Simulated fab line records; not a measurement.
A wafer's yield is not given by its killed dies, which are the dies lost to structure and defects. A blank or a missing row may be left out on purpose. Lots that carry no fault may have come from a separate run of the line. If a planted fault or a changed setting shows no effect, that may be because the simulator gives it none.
A sampling plan put to the test | flow berkeley cmos170 | one fab line, 33 faults that these records tell of, each judged on the records of the lots that it struck
What counts as the plan is the set of the line's own looks, namely the steps on the route at which a gauge or an inspection reads a wafer and does not change it. A look is open to judgement when struck wafers have a number at it and the file gives its usual mean and standard deviation on fault-free wafers. Caught: 4 or more of those standard deviations (sigma) separate the usual mean from the mean of the struck wafers at a look after the fault's first step. On the tool: the identical test, applied to the tool's own readings at the steps of the fault. Also counted as caught: the struck wafers showing another recipe, or a record that is empty for them alone.

## THE FAULTS, as the simulator had put them in
1. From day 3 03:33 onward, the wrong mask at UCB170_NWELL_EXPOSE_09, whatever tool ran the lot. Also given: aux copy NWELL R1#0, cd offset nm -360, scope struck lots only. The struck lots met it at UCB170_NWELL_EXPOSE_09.
2. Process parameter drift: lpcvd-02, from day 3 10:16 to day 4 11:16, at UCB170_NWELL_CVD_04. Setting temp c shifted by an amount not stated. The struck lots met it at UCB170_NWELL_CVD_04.
3. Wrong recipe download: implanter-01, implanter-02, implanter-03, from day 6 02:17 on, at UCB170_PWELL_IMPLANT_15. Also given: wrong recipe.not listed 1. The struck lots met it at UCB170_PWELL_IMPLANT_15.
4. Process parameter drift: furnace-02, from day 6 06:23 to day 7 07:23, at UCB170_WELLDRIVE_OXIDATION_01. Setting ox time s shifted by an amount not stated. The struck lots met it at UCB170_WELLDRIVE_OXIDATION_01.
5. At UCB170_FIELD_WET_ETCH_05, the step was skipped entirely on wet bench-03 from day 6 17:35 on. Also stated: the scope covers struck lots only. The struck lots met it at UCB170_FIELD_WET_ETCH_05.
6. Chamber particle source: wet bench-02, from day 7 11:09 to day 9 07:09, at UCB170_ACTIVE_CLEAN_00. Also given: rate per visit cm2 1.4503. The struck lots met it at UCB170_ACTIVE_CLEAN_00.
7. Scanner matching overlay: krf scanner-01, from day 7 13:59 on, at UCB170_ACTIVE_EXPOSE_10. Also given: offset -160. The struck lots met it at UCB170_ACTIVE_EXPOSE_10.
8. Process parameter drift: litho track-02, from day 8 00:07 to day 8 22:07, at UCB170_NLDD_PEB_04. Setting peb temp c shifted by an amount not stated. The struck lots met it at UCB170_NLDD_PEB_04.
9. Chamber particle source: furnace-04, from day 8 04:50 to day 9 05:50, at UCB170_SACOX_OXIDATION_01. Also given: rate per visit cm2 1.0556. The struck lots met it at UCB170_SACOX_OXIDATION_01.
10. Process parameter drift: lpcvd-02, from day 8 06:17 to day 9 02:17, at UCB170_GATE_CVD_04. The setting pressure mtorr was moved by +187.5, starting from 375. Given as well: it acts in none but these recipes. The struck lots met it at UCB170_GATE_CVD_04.
11. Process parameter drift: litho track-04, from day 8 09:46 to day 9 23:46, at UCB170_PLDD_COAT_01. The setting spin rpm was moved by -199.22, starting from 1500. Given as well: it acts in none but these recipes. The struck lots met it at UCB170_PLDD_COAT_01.
12. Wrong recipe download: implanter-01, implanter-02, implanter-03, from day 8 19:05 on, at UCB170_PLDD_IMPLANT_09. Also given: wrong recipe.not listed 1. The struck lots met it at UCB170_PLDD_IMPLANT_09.
13. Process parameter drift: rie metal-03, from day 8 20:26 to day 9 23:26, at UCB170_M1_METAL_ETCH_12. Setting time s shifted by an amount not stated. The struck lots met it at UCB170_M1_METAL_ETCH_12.
14. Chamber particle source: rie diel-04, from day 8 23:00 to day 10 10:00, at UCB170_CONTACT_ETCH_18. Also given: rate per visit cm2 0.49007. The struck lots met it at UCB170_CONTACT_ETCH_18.
15. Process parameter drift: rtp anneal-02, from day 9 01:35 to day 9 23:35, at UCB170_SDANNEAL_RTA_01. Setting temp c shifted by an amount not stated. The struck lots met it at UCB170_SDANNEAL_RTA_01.
16. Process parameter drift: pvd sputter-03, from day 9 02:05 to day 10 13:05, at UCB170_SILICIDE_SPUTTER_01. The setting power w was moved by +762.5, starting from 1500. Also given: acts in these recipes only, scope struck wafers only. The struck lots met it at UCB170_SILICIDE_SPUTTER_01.
17. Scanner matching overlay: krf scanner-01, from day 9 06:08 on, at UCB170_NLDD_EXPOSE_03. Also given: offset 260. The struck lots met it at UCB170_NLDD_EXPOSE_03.
18. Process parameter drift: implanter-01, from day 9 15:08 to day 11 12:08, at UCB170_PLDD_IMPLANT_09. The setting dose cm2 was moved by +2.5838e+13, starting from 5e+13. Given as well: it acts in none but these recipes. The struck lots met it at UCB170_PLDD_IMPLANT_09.
19. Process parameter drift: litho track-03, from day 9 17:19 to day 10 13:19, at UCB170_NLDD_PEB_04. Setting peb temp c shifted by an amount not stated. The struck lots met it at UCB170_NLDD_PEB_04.
20. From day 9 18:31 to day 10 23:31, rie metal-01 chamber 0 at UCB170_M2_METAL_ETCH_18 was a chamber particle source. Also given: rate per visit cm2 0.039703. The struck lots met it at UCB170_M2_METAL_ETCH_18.
21. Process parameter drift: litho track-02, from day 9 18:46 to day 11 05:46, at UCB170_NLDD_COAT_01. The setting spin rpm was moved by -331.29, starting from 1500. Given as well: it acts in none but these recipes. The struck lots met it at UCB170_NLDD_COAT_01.
22. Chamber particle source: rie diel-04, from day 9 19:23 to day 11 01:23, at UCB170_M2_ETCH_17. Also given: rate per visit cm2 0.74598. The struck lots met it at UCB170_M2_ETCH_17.
23. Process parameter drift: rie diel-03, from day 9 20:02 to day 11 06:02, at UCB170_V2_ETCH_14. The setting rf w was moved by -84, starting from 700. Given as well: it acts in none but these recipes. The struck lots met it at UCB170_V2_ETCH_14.
24. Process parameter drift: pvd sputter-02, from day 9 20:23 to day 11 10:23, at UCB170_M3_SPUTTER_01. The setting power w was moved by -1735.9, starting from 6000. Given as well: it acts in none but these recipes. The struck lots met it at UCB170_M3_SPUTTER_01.
25. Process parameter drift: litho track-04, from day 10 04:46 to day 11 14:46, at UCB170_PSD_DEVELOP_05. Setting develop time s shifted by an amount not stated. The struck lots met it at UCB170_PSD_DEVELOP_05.
26. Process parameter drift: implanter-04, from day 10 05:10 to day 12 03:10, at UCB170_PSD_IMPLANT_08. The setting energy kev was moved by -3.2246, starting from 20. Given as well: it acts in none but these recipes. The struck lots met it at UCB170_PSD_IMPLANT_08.
27. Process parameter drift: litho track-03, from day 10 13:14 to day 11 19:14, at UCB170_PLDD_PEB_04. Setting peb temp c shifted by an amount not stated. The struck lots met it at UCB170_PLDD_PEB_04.
28. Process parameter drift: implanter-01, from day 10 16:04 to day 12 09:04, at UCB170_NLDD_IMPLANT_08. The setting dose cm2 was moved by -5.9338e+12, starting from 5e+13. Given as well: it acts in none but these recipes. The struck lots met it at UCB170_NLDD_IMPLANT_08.
29. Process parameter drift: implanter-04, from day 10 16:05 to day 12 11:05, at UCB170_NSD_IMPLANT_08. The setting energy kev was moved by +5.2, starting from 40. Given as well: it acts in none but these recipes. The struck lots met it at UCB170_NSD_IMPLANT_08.
30. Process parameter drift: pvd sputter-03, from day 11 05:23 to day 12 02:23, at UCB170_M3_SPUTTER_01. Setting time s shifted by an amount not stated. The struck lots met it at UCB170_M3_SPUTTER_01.
31. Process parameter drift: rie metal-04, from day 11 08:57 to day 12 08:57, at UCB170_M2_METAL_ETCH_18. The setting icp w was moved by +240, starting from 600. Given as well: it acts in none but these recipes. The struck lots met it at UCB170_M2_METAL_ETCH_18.
32. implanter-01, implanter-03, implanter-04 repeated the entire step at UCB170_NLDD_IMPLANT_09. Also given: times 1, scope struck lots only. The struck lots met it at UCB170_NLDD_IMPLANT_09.
33. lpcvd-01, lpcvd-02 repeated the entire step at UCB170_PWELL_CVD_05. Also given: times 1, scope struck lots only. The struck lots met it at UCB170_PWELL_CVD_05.

## WHAT THE PLAN SAW
fault | on the tool itself                               | first look that catches it                      | reading, sigma                  | median hours from its first step to that look | hours from the fault's start to the first struck lot there | judged looks passed uncaught
1     | no reading that can be judged                    | not the one look that can be judged after it    | -                               | -                                             | -                                                          | 1
2     | susceptor temp C +46 sigma                       | UCB170_NWELL_THK_MEAS_05                        | NWELL_NITRIDE_THK +26           | 1.9                                           | 12                                                         | 0
3     | under 2 sigma                                    | UCB170_PWELL_TW_MEAS_17                         | PWELL_TW +77                    | 0.2                                           | 0                                                          | 0
4     | under 2 sigma                                    | UCB170_WELLDRIVE_THK_MEAS_02                    | WELLDRIVE_OXIDE_THK -11         | 3.5                                           | 9                                                          | 0
5     | the tool's record is blank for the struck wafers | no look after it can be judged                  | -                               | -                                             | -                                                          | 0
6     | no reading that can be judged                    | not the one look that can be judged after it    | -                               | -                                             | -                                                          | 1
7     | no reading that can be judged                    | UCB170_ACTIVE_OVL_MEAS_14                       | ACTIVE_OVL -27                  | 0.6                                           | 0                                                          | 0
8     | heater power total W +51 sigma                   | UCB170_NLDD_CD_MEAS_06                          | cd nm +16                       | 0.3                                           | 4                                                          | 0
9     | no reading that can be judged                    | none of the 2 looks that can be judged after it | -                               | -                                             | -                                                          | 2
10    | pressure mtorr +99 or beyond sigma               | UCB170_GATE_THK_MEAS_05                         | GATE_POLY_THK +26               | 1.4                                           | 10                                                         | 0
11    | spin speed rpm -99 or beyond sigma               | no look after it can be judged                  | -                               | -                                             | -                                                          | 0
12    | under 2 sigma                                    | UCB170_PLDD_TW_MEAS_11                          | PLDD_TW -12                     | 0.2                                           | 0                                                          | 0
13    | run length s +99 or beyond sigma                 | UCB170_M1_CD_MEAS_90                            | cd nm -4.4                      | 0.2                                           | 4                                                          | 0
14    | under 2 sigma                                    | none of the 3 looks that can be judged after it | -                               | -                                             | -                                                          | 3
15    | only faintly: lamp power pct -2.0 sigma          | UCB170_SDANNEAL_RS_MEAS_02                      | PSD_RS +24                      | 0.1                                           | 8                                                          | 0
16    | cathode dc power W +99 or beyond sigma           | UCB170_SILICIDE_RS_MEAS_02                      | SILICIDE_TI_RS -24              | 0.0                                           | 8                                                          | 0
17    | no reading that can be judged                    | UCB170_NLDD_OVL_MEAS_07                         | NLDD_OVL +47                    | 1.4                                           | 11                                                         | 0
18    | dose ions cm2 +99 or beyond sigma                | UCB170_PLDD_TW_MEAS_11                          | PLDD_TW +7.1                    | 0.2                                           | 0                                                          | 0
19    | heater power total W -99 or beyond sigma         | UCB170_NLDD_CD_MEAS_06                          | cd nm -99 or beyond             | 0.4                                           | 0                                                          | 0
20    | under 2 sigma                                    | not the one look that can be judged after it    | -                               | -                                             | -                                                          | 1
21    | spin speed rpm -99 or beyond sigma               | UCB170_NLDD_CD_MEAS_06                          | cd nm -4.0                      | 1.2                                           | 4                                                          | 0
22    | under 2 sigma                                    | no look after it can be judged                  | -                               | -                                             | -                                                          | 0
23    | rf fwd power W -33 sigma                         | no look after it can be judged                  | -                               | -                                             | -                                                          | 0
24    | cathode dc power W -99 or beyond sigma           | UCB170_M3_RS_MEAS_02                            | M3_AL_RS +38                    | 0.1                                           | 9                                                          | 0
25    | no reading that can be judged                    | UCB170_PSD_TW_MEAS_10                           | PSD_TW -99 or beyond            | 1.2                                           | 4                                                          | 0
26    | beam energy keV -99 or beyond sigma              | UCB170_PSD_TW_MEAS_10                           | PSD_TW -4.7                     | 0.2                                           | 4                                                          | 0
27    | heater power total W +99 or beyond sigma         | UCB170_PLDD_CD_MEAS_06                          | cd nm +29                       | 0.3                                           | 0                                                          | 0
28    | dose ions cm2 -99 or beyond sigma                | UCB170_SDANNEAL_RS_MEAS_05                      | NLDD_RS +16                     | 16.8                                          | 15                                                         | 0
29    | beam energy keV +99 or beyond sigma              | UCB170_SDANNEAL_RS_MEAS_03                      | NSD_RS -14                      | 2.8                                           | 14                                                         | 1
30    | under 2 sigma                                    | UCB170_M3_RS_MEAS_02                            | M3_AL_RS -12                    | 0.1                                           | 4                                                          | 0
31    | rf fwd power W +99 or beyond sigma               | UCB170_M2_CD_MEAS_90                            | cd nm -6.2                      | 0.4                                           | 11                                                         | 0
32    | under 2 sigma                                    | UCB170_NLDD_TW_MEAS_11                          | NLDD_TW +11                     | 0.6                                           | -                                                          | 0
33    | under 2 sigma                                    | UCB170_PWELL_THK_MEAS_06                        | PWELL_NITRIDE_THK +99 or beyond | 5.2                                           | -                                                          | 0
A dash: the fault isn't caught, or these records don't give the number.

Caught at a look: 24 of 33. Caught on the tool: 17 of 33. By one or the other: 27 of 33.
Faults caught by the tool alone: 5, 11, 23.
Caught at a look alone: faults 3, 4, 7, 12, 15, 17, 25, 30, 32, 33.
Caught by neither: faults 1, 6, 9, 14, 20, 22.

## THINNER SAMPLING
Were the look that catches a fault to measure just every second or every third lot (counted by lot number), the first struck lot would, at worst, be measured this late:
fault | struck lots at that look, in order of time | every lot | every second lot | every third lot
2     | L658, L659                                 | 12 h      | 12 h             | may miss all 2
3     | L975, L974, L976, L977                     | 0 h       | 0 h              | 10 h
4     | L965, L964                                 | 9 h       | 9 h              | may miss all 2
7     | L406, L407, L409                           | 0 h       | 1 h              | may miss all 3
8     | L214, L213, L215                           | 4 h       | 5 h              | 21 h
10    | L228, L226, L227                           | 10 h      | 10 h             | 10 h
12    | L410, L408, L409, L411                     | 0 h       | 1 h              | 1 h
13    | L649, L654                                 | 4 h       | 20 h             | may miss all 2
15    | L691, L689                                 | 8 h       | may miss all 2   | may miss all 2
16    | L939, L942                                 | 8 h       | 27 h             | may miss all 2
17    | L667, L665                                 | 11 h      | may miss all 2   | may miss all 2
18    | L304, L306                                 | 0 h       | may miss all 2   | may miss all 2
19    | L740, L741, L743                           | 0 h       | 1 h              | may miss all 3
21    | L281, L282                                 | 4 h       | 4 h              | may miss all 2
24    | L667, L670                                 | 9 h       | 37 h             | may miss all 2
25    | L359, L364                                 | 4 h       | 23 h             | may miss all 2
26    | L967, L968                                 | 4 h       | 22 h             | may miss all 2
27    | L922, L920                                 | 0 h       | may miss all 2   | may miss all 2
28    | L164, L169                                 | 15 h      | 59 h             | may miss all 2
29    | L948, L949                                 | 14 h      | 47 h             | may miss all 2
30    | L585, L588                                 | 4 h       | 17 h             | may miss all 2
31    | L707, L705                                 | 11 h      | may miss all 2   | may miss all 2
Hours are from the fault's start to the first struck lot that is measured. Since the struck wafers were tested as one group against 4 sigma, a single lot by itself may lie under the limit. Other struck lots may not be in these records.

## THE LONGEST TIMED WAY FROM STEP TO LOOK
Fault 28: median gap of 16.8 hours between UCB170_NLDD_IMPLANT_08 and UCB170_SDANNEAL_RS_MEAS_05. No look between them can be judged.
